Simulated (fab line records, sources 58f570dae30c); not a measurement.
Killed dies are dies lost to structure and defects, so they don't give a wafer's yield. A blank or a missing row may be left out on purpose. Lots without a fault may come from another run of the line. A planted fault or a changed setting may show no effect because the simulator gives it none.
A struck lot beside a sound one | flow berkeley_cmos170 | 15 steps out of a route of 331
Sound: wafers L138.1, L138.3, L138.4. Struck: wafers L143.1, L143.4, L143.5. The cause comes at the end.
At each step with rows: each side's tool, then ch and its chambers, then its first start. Under that, the readings that differ: sound wafers | struck wafers | difference of the means | sigmas: that difference in standard deviations of wafers without a fault.
alike: readings whose means differ by less than 2 such deviations, and words and numbers that are the same on both sides. not compared: withheld readings, readings that some wafer has no value for, bounds like >300 that may hide the same value, and numbers for which the record gives no deviation and whose values overlap.
The two part at a step that has a row with sigmas, a row that says differs or no value, or rows on one side only. Numbers that don't overlap but have no deviation are shown without sigmas and don't part them. A reading that every wafer of one side lacks parts them only if that side has two wafers or more.

first, 3 steps without rows for these wafers: UCB170_PWELL_EXPOSE_10 (exposes mask PWELL, target cd 3000 nm); UCB170_PWELL_PEB_11; UCB170_PWELL_DEVELOP_12 (develop time 45 s).
UCB170_PWELL_OVL_MEAS_13:
  sound on overlay-02, day 3 14:35; struck on overlay-02, day 4 22:07
  alike: PWELL_OVL
UCB170_PWELL_ETCH_14: etches Si3N4 in CH3F/Ar/O2, stops on SiO2, target depth 242 nm, time 151 s.
  sound on rie_diel-01 ch 0,2,3, day 3 14:37; struck on rie_diel-03 ch 1,3, day 4 22:09
  reading                | sound          | struck         | difference | sigmas
  throttle_valve_pct (%) | 8.22 8.17 8.16 | 7.88 7.87 7.88 | -0.31      | -2
  alike: drypump_motor_current_A, oes_product_au
  not compared: rf_hours_counter_h
then, 1 step without rows for these wafers: UCB170_PWELL_IMPLANT_15.
UCB170_PWELL_STRIP_16: strips in O2.
  sound on plasma_asher-03 ch 0,1, day 3 14:52; struck on plasma_asher-01 ch 0,1, day 4 22:24
  alike: drypump_motor_current_A, oes_product_au, strip_time_to_endpoint_s
  not compared: rf_hours_counter_h
UCB170_PWELL_TW_MEAS_17:
  sound on film_metro-04, day 3 14:58; struck on film_metro-04, day 4 22:30
  alike: PWELL_TW
then, 4 steps without rows for these wafers: UCB170_PWELL_CLEAN_18 (cleans in SPM, time 600 s); UCB170_PWELL_WET_ETCH_19 (etches Si3N4 in H3PO4, time 14400 s); UCB170_PWELL_WET_ETCH_20 (etches SiO2 in BOE, time 22 s); UCB170_WELLDRIVE_CLEAN_00 (cleans in SPM, time 600 s).
UCB170_WELLDRIVE_OXIDATION_01: target thk 199 nm, ox time 9000 s.
  sound on furnace-03 ch 0, day 3 20:13; struck on furnace-03 ch 0, day 5 04:44
  reading                                          | sound             | struck            | difference | sigmas
  ox_time_s (s)                                    | 9000 9000 9000    | 10800 10800 10800 | +1800      |
  model.SiO2_of_WELLDRIVE_OXIDATION_01.thk_nm (nm) | 198.7 197.8 198.8 | 226.9 224 230.1   | +28.6      |
  alike: spike_tc_source_C, tube_center_temp_C_max
UCB170_WELLDRIVE_THK_MEAS_02:
  sound on film_metro-04, day 3 23:44; struck on film_metro-01, day 5 08:28
  reading                  | sound       | struck      | difference | sigmas
  WELLDRIVE_OXIDE_THK (nm) | 199 198 199 | 227 224 230 | +28        | +7
  not compared: hold
-- the record jumps here: 5 days lie between the struck wafers' starts before and after (it left off in module WELLDRIVE and takes up again in module M3, whose first step shown is number 331 of the route) --
UCB170_M3_PROBE_99:
  the record has rows for the struck wafers here (prober-02, day 9 22:12) and none for the sound ones

WHERE THEY PART
First at UCB170_PWELL_ETCH_14; last, within this record, at UCB170_M3_PROBE_99.

WHY: what the simulator had put in
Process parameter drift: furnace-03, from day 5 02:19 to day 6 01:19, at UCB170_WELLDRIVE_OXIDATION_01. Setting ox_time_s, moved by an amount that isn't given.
